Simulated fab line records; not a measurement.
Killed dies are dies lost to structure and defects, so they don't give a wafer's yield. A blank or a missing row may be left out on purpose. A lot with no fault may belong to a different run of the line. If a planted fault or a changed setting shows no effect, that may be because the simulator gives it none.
Which tool is to blame? / flow berkeleyCmos170 / 6 lots with 18 wafers sampled at 3 steps, on a route of 331 steps

== WHAT THE GAUGES READ, wafer by wafer ==
UCB170_NVT_TW_MEAS_09.
lot=L187; measured=day 6 20:56; on=filmMetro-03; NVT_TW=526.0 527.8 527.8
lot=L191; measured=day 7 04:11; on=filmMetro-02; NVT_TW=525.8 528.5 526.1
lot=L192; measured=day 7 04:22; on=filmMetro-02; NVT_TW=528.2 527.7 529.6
lot=L202; measured=day 9 17:49; on=filmMetro-03; NVT_TW=558.0 559.9 559.9
lot=L205; measured=day 10 10:22; on=filmMetro-03; NVT_TW=520.0 523.4 520.5
lot=L207; measured=day 11 00:45; on=filmMetro-03; NVT_TW=524.2 523.3 523.6

== TOOL THAT RAN EACH LOT (tool first, then ch and the chambers of the sampled wafers, then the start) ==
lot=L187; UCB170_NVT_IMPLANT_07=implanter-01 ch 0, day 6 20:41; UCB170_NVT_STRIP_08=plasmaAsher-03 ch 0,1, day 6 20:49
lot=L191; UCB170_NVT_IMPLANT_07=implanter-01 ch 0, day 7 03:56; UCB170_NVT_STRIP_08=plasmaAsher-03 ch 0,1, day 7 04:05
lot=L192; UCB170_NVT_IMPLANT_07=implanter-03 ch 0, day 7 04:08; UCB170_NVT_STRIP_08=plasmaAsher-02 ch 0,1, day 7 04:15
lot=L202; UCB170_NVT_IMPLANT_07=implanter-01 ch 0, day 9 17:29; UCB170_NVT_STRIP_08=plasmaAsher-01 ch 0,1, day 9 17:37
lot=L205; UCB170_NVT_IMPLANT_07=implanter-03 ch 0, day 10 10:09; UCB170_NVT_STRIP_08=plasmaAsher-02 ch 0,1, day 10 10:17
lot=L207; UCB170_NVT_IMPLANT_07=implanter-03 ch 0, day 11 00:31; UCB170_NVT_STRIP_08=plasmaAsher-02 ch 0, day 11 00:38
- UCB170_NVT_IMPLANT_07
- UCB170_NVT_STRIP_08: strips in O2.

== THE ANSWER, worked out from the rows above alone ==
Rule: the usual values come from the lots themselves. Put in order of their means at a reading, lots are off if they are a third of the lots or fewer, leave a main group of 4 or more, and stand apart from it by a gap of 3 or more times the standard deviation of the main group's means; of several such gaps the widest counts. If all means in a main group match to the digits the tables above print for the reading, that group is not used. A lot without any number at a reading at which 4 lots or more have one is off too. Any other lot the step has rows for is counted as sound.
Off: L202, seen at UCB170_NVT_TW_MEAS_09 (NVT_TW). For the main group the mean is 525.5 and the standard deviation 2.6.
A tool fits if, at a process step before that reading, it ran every lot that is off, and no sound lot after the first of them. The gauges at UCB170_NVT_TW_MEAS_09 are tried like those tools. Can't be told from this: 2 tools fit, implanter-01 at UCB170_NVT_IMPLANT_07, plasmaAsher-01 at UCB170_NVT_STRIP_08.

== WHAT THE SIMULATOR HAD PUT IN ==
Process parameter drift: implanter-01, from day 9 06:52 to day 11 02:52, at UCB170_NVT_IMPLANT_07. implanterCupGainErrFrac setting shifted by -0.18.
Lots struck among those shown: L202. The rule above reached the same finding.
